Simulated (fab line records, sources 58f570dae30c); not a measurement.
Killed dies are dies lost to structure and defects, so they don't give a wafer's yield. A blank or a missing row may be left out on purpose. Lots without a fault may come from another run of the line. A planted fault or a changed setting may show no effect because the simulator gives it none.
One fault seen from 2 desks | flow berkeley_cmos170 | each desk has only its own numbers; what lay behind them comes last

THE TOOL OWNER'S DESK: rie_metal-03
The tool's own readings at UCB170_M1_METAL_ETCH_12 (etches Al in Cl2/BCl3, stops on PSG, target depth 780 nm, time 130 s): means of the sampled wafers that have a number, for each lot that ran on this tool. A lot is out of limits, marked OUT, if its mean lies more than 4 standard deviations from the usual mean; the brackets give that distance.
Columns: A = drypump_motor_current_A at UCB170_M1_METAL_ETCH_12, usual 6.1 A; B = he_backside_leak_sccm at UCB170_M1_METAL_ETCH_12, usual 3.3 sccm; C = oes_product_au at UCB170_M1_METAL_ETCH_12, usual 0.854 a.u.; D = run_length_s at UCB170_M1_METAL_ETCH_12, usual 158.8 s; E = throttle_valve_pct at UCB170_M1_METAL_ETCH_12, usual 24.48 %
lot  | first seen here | A   | B   | C                | D               | E
L487 | day 8 20:23     | 6.4 | 3.1 | 0.844            | 158.5           | 24.43
L494 | day 9 20:50     | 6.4 | 3.0 | 0.948 (+7.3) OUT | 145.3 (-36) OUT | 24.37
L497 | day 10 07:14    | 6.3 | 3.2 | 0.959 (+8.1) OUT | 145.3 (-36) OUT | 24.30
This desk's finding: out of limits on L494, L497; first on L494, day 9 20:50 (oes_product_au at UCB170_M1_METAL_ETCH_12). In limits: L487.

THE METROLOGY DESK
What the gauges read, lot by lot, whatever tool the lot ran on: means of the sampled wafers that have a number. A lot is out of limits, marked OUT, if its mean lies more than 4 standard deviations from the usual mean; the brackets give that distance.
Columns: A = M1_AL_RS at UCB170_M1_RS_MEAS_01, usual 0.0483 ohm/sq; B = M1_AL_THK at UCB170_M1_THK_MEAS_02, usual 616 nm; C = cd_nm at UCB170_M1_CD_MEAS_09, usual 700.0 nm; D = M1_OVL at UCB170_M1_OVL_MEAS_10, usual -2 nm
lot  | first seen here | A      | B   | C     | D
L487 | day 8 19:04     | 0.0484 | 618 | 699.5 | 5
L488 | day 8 19:13     | 0.0492 | 607 | 700.0 | -2
L494 | day 9 18:51     | 0.0484 | 620 | 699.5 | -13
L497 | day 10 05:50    | 0.0484 | 616 | 701.1 | -3
L506 | day 12 00:56    | 0.0490 | 606 | 698.9 | 1
L507 | day 12 09:55    | 0.0482 | 618 | 699.1 | 5
This desk's finding: nothing out of limits on any of the 6 lots.

PUT TOGETHER
The tool owner's desk could have raised an alarm at day 9 20:50, on L494, L497.
The metrology desk saw nothing out of limits.
The metrology desk has L494, L497 on record, within its limits.
Of the lots named, all ran UCB170_M1_METAL_ETCH_12 on rie_metal-03.

WHAT THE SIMULATOR HAD PUT IN
Process parameter drift: rie_metal-03, from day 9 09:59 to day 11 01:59, at UCB170_M1_METAL_ETCH_12. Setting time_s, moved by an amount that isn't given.
Lots struck among those shown: L494, L497.
Hours from the fault's start to each desk's first reading out of limits: the tool owner's desk, 11.
